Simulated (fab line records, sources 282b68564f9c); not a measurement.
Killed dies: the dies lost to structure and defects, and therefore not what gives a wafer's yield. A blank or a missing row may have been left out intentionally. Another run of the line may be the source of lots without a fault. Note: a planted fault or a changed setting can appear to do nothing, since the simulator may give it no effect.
fab line records | flow rit-cmos
record lots=5 wafers=15 last-day=5
route steps=202 shown PLDD@122 SPACER@125 NSD@131 PSD@142 SDANNEAL@153
lots untouched by any fault: they come from a run of this same line in which no faults occurred
start-h: hours from the record's opening day to when the first of the lot's shown wafers began | wait-h: hours since the lot's step before | " same as the row above | L1.1+2: one row covering several wafers at once | - no value, or no start given | * or withheld: withheld | < > ~ a bound
route shown NAME@n: a module of which the file shows steps, and the number in the route of the first | usual: mean/standard deviation taken from wafers without a fault | same: alike in all rows | chamber/n: place in a boat | sites: each site's reading | _std_site: standard deviation of those values | _edge_site: the outer-site mean with the inner-site mean subtracted | radius-mm: for every site, how far away it sits from the centre of the wafer | mask NAME#n: copy n | behind: the last tool/chamber to shape the wafer | hold: reason for holding the lot/hours on hold/outcome of the hold | device: the n, p or np transistor that did not switch | end of line: the same wafers' tests at the end of the route | a step with no rows: only its recipe | killed: not the wafer's yield, but the dies lost to structure and defects at the first sort | map: shows each die of a wafer: x if killed, . if not, _ if none is there
set.NAME: the setting as run; set.NAME@STEP: as run at that earlier step | model.NAME: the simulator's own value behind a step, which no gauge read
lots seen at some steps along the route; tables by step, rows by wafer
services: when a tool's chamber went out of use (start-h, in hours from the record's first day, below 0 if earlier), for how many hours, and the reason
## steps
# step RIT_PLDD_IMPLANT_08
# recipe species=BF2 energy-kev=20 dose-cm2=9e+14 tilt-deg=7
# step RIT_PLDD_STRIP_09
# recipe chemistry=O2 time-s=180 resist=NOVOLAK platen-temp-c=withheld power-w=500 pressure-mtorr=4000 o2-flow-sccm=4000
# usual chamber-pressure-mTorr=4000/3.3 drypump-motor-current-A=5.6/0.46
# same time-s=180
# columns lot.wafer tool chamber start-h wait-h chamber-pressure-mTorr drypump-motor-current-A rf-hours-counter-h
L758.2 plasma-asher-01 1 63.13 0.1 3997 5.2 41
L758.5 " 0 " " 3998 4.6 -
L758.6 " 1 " " 3999 5.2 -
L762.3 plasma-asher-03 0 84.06 0.1 4001 6.0 -
L762.4 " 1 " " 3998 5.9 -
L762.5 " 0 " " 3996 5.9 -
L764.3 plasma-asher-01 1 92.45 0.1 4001 5.2 -
L764.4 " 0 " " 3999 4.7 -
L764.5 " 1 " " 3999 5.2 -
L767.1 plasma-asher-01 1 110.60 0.1 3991 5.2 47
L767.3 " 0 " " 4000 4.7 -
L767.6 " 1 " " 3998 5.2 -
L769.2 plasma-asher-01 1 118.46 0.1 3999 5.2 48
L769.3 " 0 " " 4002 4.7 -
L769.5 " 1 " " 4002 5.2 -
# step RIT_PLDD_TW_MEAS_10
# usual PLDD_TW=2358/12
# columns lot.wafer tool chamber start-h wait-h PLDD_TW
L758.2 film-metro-01 - 63.31 0.1 2353
L758.5 " - " " 2365
L758.6 " - " " 2352
L762.3 film-metro-03 - 84.19 0.1 2345
L762.4 " - " " 2377
L762.5 " - " " 2369
L764.3 film-metro-03 - 92.59 0.1 2362
L764.4 " - " " 2351
L764.5 " - " " 2360
L767.1 film-metro-03 - 110.77 0.1 2365
L767.3 " - " " 2355
L767.6 " - " " 2361
L769.2 film-metro-01 - 118.64 0.1 2360
L769.3 " - " " 2358
L769.5 " - " " 2368
# step RIT_SPACER_CLEAN_00
# recipe chemistry=SC1 mix=3:3:50 time-s=600 temp-c=75
# step RIT_SPACER_CLEAN_01
# recipe chemistry=dHF dilution=50:1 time-s=30
# step RIT_SPACER_CLEAN_02
# recipe chemistry=SC2 mix=3:3:50 time-s=600 temp-c=75 dry=n2-spin
# step RIT_SPACER_CVD_03
# recipe material=Si3N4 target-thk-nm=250 temp-c=810 precursor=SiH2Cl2/NH3 time-s=3300 pressure-mtorr=300 sih2cl2-flow-sccm=60 nh3-flow-sccm=150
# step RIT_SPACER_THK_MEAS_04
# recipe reads=Si3N4_of_SPACER_CVD_03
# usual SPACER_NITRIDE_THK=249.3/2.4
# columns lot.wafer tool chamber start-h wait-h SPACER_NITRIDE_THK[nm]
L758.2 film-metro-03 - 65.67 0.0 251.5
L758.5 " - " " 251.9
L758.6 " - " " 251.2
L762.3 film-metro-04 - 86.54 0.0 250.0
L762.4 " - " " 251.6
L762.5 " - " " 250.6
L764.3 film-metro-04 - 94.95 0.0 248.8
L764.4 " - " " 248.7
L764.5 " - " " 249.3
L767.1 film-metro-03 - 113.17 0.0 250.3
L767.3 " - " " 251.2
L767.6 " - " " 254.1
L769.2 film-metro-02 - 121.02 0.0 245.7
L769.3 " - " " 246.8
L769.5 " - " " 245.3
# step RIT_SPACER_ETCHBACK_05
# recipe target-depth-a=2500 SF6_flow_sccm=30 CHF3_flow_sccm=30 target=Si3N4 chemistry=SF6/CHF3 pressure-mtorr=40 rf-w=241.3 time-s=240 stop-on=SiO2
# usual chamber-pressure-mTorr=40.00/0.034 drypump-motor-current-A=5.8/0.44 oes-product-au=0.840/0.013 throttle-valve-pct=10.29/0.17
# same time-s=240
# columns lot.wafer tool chamber start-h wait-h chamber-pressure-mTorr drypump-motor-current-A oes-product-au rf-hours-counter-h throttle-valve-pct
L758.2 rie-diel-01 3 65.72 0.0 39.96 5.5 0.834 4 10.28
L758.5 " 3 " " 39.94 5.5 0.858 - 10.25
L758.6 " 0 " " 40.01 6.1 0.848 - 10.12
L762.3 rie-diel-01 1 86.58 0.0 39.92 5.8 0.838 0 10.30
L762.4 " 2 " " 39.99 6.2 0.877 52 10.19
L762.5 " 3 " " 40.02 5.5 0.847 - 10.25
L764.3 rie-diel-04 1 94.99 0.0 40.02 6.1 0.843 43 10.03
L764.4 " 3 " " 40.02 5.1 0.820 88 10.58
L764.5 " 2 " " 40.03 5.3 0.836 - 10.55
L767.1 rie-diel-02 1 113.23 0.1 39.99 6.5 0.850 4 10.40
L767.3 " 0 " " 40.02 5.2 0.848 27 10.28
L767.6 " 0 " " 39.98 5.2 0.859 - 10.29
L769.2 rie-diel-04 0 121.07 0.0 39.94 6.3 0.825 104 10.05
L769.3 " 1 " " 40.00 6.1 0.845 44 10.02
L769.5 " 0 " " 40.02 6.3 0.835 - 10.04
# step RIT_NSD_HMDS_00
# recipe prime-time-s=60 prime-temp-c=140
# step RIT_NSD_COAT_01
# recipe resist=NOVOLAK spin-rpm=3250 resist-thk-nm=1000
# step RIT_NSD_SOFTBAKE_02
# recipe resist=NOVOLAK temp-c=90 time-s=60
# step RIT_NSD_EXPOSE_03
# recipe mask-id=M9 na=0.57 target-cd-nm=40700 dose-mj=250
# usual exposure-dose-mJ-cm2=250.04/0.24
# columns lot.wafer tool chamber start-h wait-h mask exposure-dose-mJ-cm2
L758.2 iline-stepper-01 0 66.34 0.1 M9#0 250.23
L758.5 " 0 " " M9#0 250.21
L758.6 " 0 " " M9#0 250.04
L762.3 iline-stepper-01 0 87.34 0.2 M9#0 250.30
L762.4 " 0 " " M9#0 250.43
L762.5 " 0 " " M9#0 250.29
L764.3 iline-stepper-02 0 95.73 0.1 M9#0 249.63
L764.4 " 0 " " M9#0 249.76
L764.5 " 0 " " M9#0 249.74
L767.1 iline-stepper-02 0 113.83 0.1 M9#0 250.27
L767.3 " 0 " " M9#0 250.14
L767.6 " 0 " " M9#0 250.02
L769.2 iline-stepper-02 0 121.82 0.2 M10#0 250.12
L769.3 " 0 " " M10#0 250.36
L769.5 " 0 " " M10#0 250.03
# step RIT_NSD_PEB_04
# recipe resist=NOVOLAK temp-c=withheld time-s=withheld
# step RIT_NSD_DEVELOP_05
# recipe resist=NOVOLAK develop-time-s=50 dev-temp-c=23
# step RIT_NSD_OVL_MEAS_06
# usual NSD_OVL=1.3/1.2
# columns lot.wafer tool chamber start-h wait-h NSD_OVL[nm]
L758.2 overlay-02 - 66.89 - 0.9
L758.5 " - " " 2.6
L758.6 " - " " 2.8
L762.3 overlay-01 - 87.71 - 0.8
L762.4 " - " " 2.4
L762.5 " - " " 2.1
L764.3 overlay-01 - 96.10 - 1.4
L764.4 " - " " 1.1
L764.5 " - " " 0.4
L767.1 overlay-02 - 114.23 - 1.6
L767.3 " - " " 3.1
L767.6 " - " " 2.6
L769.2 overlay-01 - 122.20 - -
L769.3 " - " " -
L769.5 " - " " -
# step RIT_NSD_HARDBAKE_07
# recipe resist=NOVOLAK temp-c=140 time-s=60
# step RIT_NSD_IMPLANT_08
# recipe species=P energy-kev=25 dose-cm2=1e+15 tilt-deg=7
# step RIT_NSD_STRIP_09
# recipe chemistry=O2 time-s=180 resist=NOVOLAK platen-temp-c=withheld power-w=500 pressure-mtorr=4000 o2-flow-sccm=4000
# usual chamber-pressure-mTorr=4001/3.8 drypump-motor-current-A=5.5/0.43
# same time-s=180
# columns lot.wafer tool chamber start-h wait-h chamber-pressure-mTorr drypump-motor-current-A rf-hours-counter-h
L758.2 plasma-asher-01 0 67.22 0.1 4004 4.7 42
L758.5 " 1 " " 3994 5.1 -
L758.6 " 0 " " 3997 4.6 -
L762.3 plasma-asher-03 0 88.10 0.1 4006 5.9 -
L762.4 " 1 " " 3997 5.9 -
L762.5 " 0 " " 4011 5.9 -
L764.3 plasma-asher-01 1 96.49 0.1 4009 5.2 -
L764.4 " 0 " " 4000 4.7 -
L764.5 " 1 " " 3999 5.2 -
L767.1 plasma-asher-03 0 114.56 0.1 4001 5.9 45
L767.3 " 0 " " 4003 5.9 -
L767.6 " 0 " " 3999 6.0 -
L769.2 plasma-asher-04 1 122.53 0.1 3999 5.8 33
L769.3 " 0 " " 4000 5.3 -
L769.5 " 0 " " 4001 5.3 -
# step RIT_NSD_TW_MEAS_10
# usual NSD_TW=3135/14
# columns lot.wafer tool chamber start-h wait-h NSD_TW
L758.2 film-metro-04 - 67.41 0.1 3112
L758.5 " - " " 3114
L758.6 " - " " 3121
L762.3 film-metro-01 - 88.23 0.1 3126
L762.4 " - " " 3136
L762.5 " - " " 3125
L764.3 film-metro-03 - 96.62 0.1 3134
L764.4 " - " " 3149
L764.5 " - " " 3139
L767.1 film-metro-03 - 114.74 0.1 3154
L767.3 " - " " 3127
L767.6 " - " " 3133
L769.2 film-metro-01 - 122.72 0.1 30
L769.3 " - " " 30
L769.5 " - " " 30
# step RIT_PSD_HMDS_00
# recipe prime-time-s=60 prime-temp-c=139.6
# step RIT_PSD_COAT_01
# recipe resist=NOVOLAK spin-rpm=3250 resist-thk-nm=1000
# step RIT_PSD_SOFTBAKE_02
# recipe resist=NOVOLAK temp-c=90 time-s=60
# step RIT_PSD_EXPOSE_03
# recipe mask-id=M10 na=0.57 target-cd-nm=40900 dose-mj=250
# step RIT_PSD_PEB_04
# recipe resist=NOVOLAK temp-c=withheld time-s=withheld
# step RIT_PSD_DEVELOP_05
# recipe resist=NOVOLAK develop-time-s=50 dev-temp-c=23
# step RIT_PSD_OVL_MEAS_06
# usual PSD_OVL=-1.3/1.3
# columns lot.wafer tool chamber start-h wait-h PSD_OVL[nm]
L758.2 overlay-02 - 68.44 - -0.8
L758.5 " - " " -2.0
L758.6 " - " " -1.9
L762.3 overlay-01 - 89.26 - -1.1
L762.4 " - " " -0.5
L762.5 " - " " -1.5
L764.3 overlay-01 - 97.65 - -0.9
L764.4 " - " " -2.3
L764.5 " - " " -0.4
L767.1 overlay-01 - 115.77 - -2.0
L767.3 " - " " -2.9
L767.6 " - " " -2.5
L769.2 overlay-01 - 123.62 - -2.3
L769.3 " - " " -2.6
L769.5 " - " " -1.2
# step RIT_PSD_HARDBAKE_07
# recipe resist=NOVOLAK temp-c=140 time-s=60
# step RIT_PSD_IMPLANT_08
# recipe species=BF2 energy-kev=27 dose-cm2=5e+15 tilt-deg=7
# step RIT_PSD_STRIP_09
# recipe chemistry=O2 time-s=180 resist=NOVOLAK platen-temp-c=withheld power-w=500 pressure-mtorr=4000 o2-flow-sccm=4000
# usual chamber-pressure-mTorr=4000/3.9 drypump-motor-current-A=5.78/0.21
# same time-s=180
# columns lot.wafer tool chamber start-h wait-h chamber-pressure-mTorr drypump-motor-current-A rf-hours-counter-h
L758.2 plasma-asher-02 1 68.77 0.1 3999 5.84 44
L758.5 " 0 " " 3993 5.91 -
L758.6 " 1 " " 4001 5.85 -
L762.3 plasma-asher-03 0 89.64 0.1 3999 5.94 -
L762.4 " 1 " " 4008 5.83 -
L762.5 " 1 " " 4001 5.83 -
L764.3 plasma-asher-03 0 98.03 0.1 3995 5.96 -
L764.4 " 1 " " 3999 5.83 -
L764.5 " 1 " " 3998 5.81 -
L767.1 plasma-asher-04 0 116.11 0.1 4000 5.29 33
L767.3 " 0 " " 3999 5.31 -
L767.6 " 1 " " 4004 5.73 -
L769.2 plasma-asher-02 1 123.95 0.1 3998 5.85 1
L769.3 " 1 " " 4001 5.82 -
L769.5 " 1 " " 3999 5.83 -
# step RIT_PSD_TW_MEAS_10
# usual PSD_TW=3439/19
# columns lot.wafer tool chamber start-h wait-h PSD_TW
L758.2 film-metro-04 - 68.95 0.1 3409
L758.5 " - " " 3425
L758.6 " - " " 3409
L762.3 film-metro-01 - 89.78 0.1 3404
L762.4 " - " " 3439
L762.5 " - " " 3452
L764.3 film-metro-04 - 98.17 0.1 3439
L764.4 " - " " 3435
L764.5 " - " " 3415
L767.1 film-metro-03 - 116.28 0.1 3436
L767.3 " - " " 3455
L767.6 " - " " 3451
L769.2 film-metro-03 - 124.14 0.1 3636
L769.3 " - " " 3651
L769.5 " - " " 3637
# step RIT_SDANNEAL_CLEAN_00
# recipe chemistry=SC1 mix=3:3:50 time-s=600 temp-c=75
## services
# columns tool chamber start-h hours kind
rie-diel-02 - 39.46 1.9 repair
rie-diel-04 1 46.52 11.5 repair
rie-diel-01 1 50.16 - clean
rie-diel-01 1 50.16 19.1 scheduled-down
rie-diel-01 1 50.16 19.1 vent-cycle
rie-diel-04 1 58.94 12.4 repair
rie-diel-01 - 60.98 4.1 repair
rie-diel-04 3 63.48 12.8 repair
rie-diel-01 - 67.61 0.7 repair
rie-diel-02 - 71.46 2.8 pm
rie-diel-04 2 78.94 5.8 repair
iline-stepper-01 - 90.49 1.7 pm
plasma-asher-02 - 108.75 9.0 pm
plasma-asher-02 0 108.75 9.0 vent-cycle
plasma-asher-02 1 108.75 9.0 vent-cycle
rie-diel-04 3 114.91 13.8 repair
rie-diel-02 3 117.52 - clean
rie-diel-02 3 117.52 15.7 scheduled-down
rie-diel-02 3 117.52 15.7 vent-cycle
plasma-asher-02 0 117.75 - clean
plasma-asher-02 1 117.75 - clean
rie-diel-04 0 123.08 3.4 repair
## key
first-sign step=RIT_NSD_EXPOSE_03 reading=mask direction=changed
effect step=RIT_NSD_OVL_MEAS_06 reading=NSD_OVL direction=missing
effect step=RIT_NSD_TW_MEAS_10 reading=NSD_TW direction=down sigmas=99+ usual=3135 struck=30
effect step=RIT_PSD_TW_MEAS_10 reading=PSD_TW direction=up sigmas=11 usual=3439 struck=3641
met-at RIT_NSD_EXPOSE_03
struck-wafers L769.2,L769.3,L769.5
sort-left-out L769.2,L769.3,L769.5
tester-left-out L769
onset-between 113.83 121.82
fault kind=wrong-mask tool=any chamber=- onset-h=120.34 steps=RIT_NSD_EXPOSE_03 aux-copy=M10#0 scope=struck-lots-only
# tester-left-out: of these lots the tester's yield and bins aren't shown, on N5 and GAA mostly nor the transistor test; their killed dies are dies lost to structure and defects alone, not to doping, threshold or leakage, so they don't give the yield
# sort-left-out: the simulated sort isn't trusted on such a fault, so these wafers' sort isn't shown, and their yield isn't known
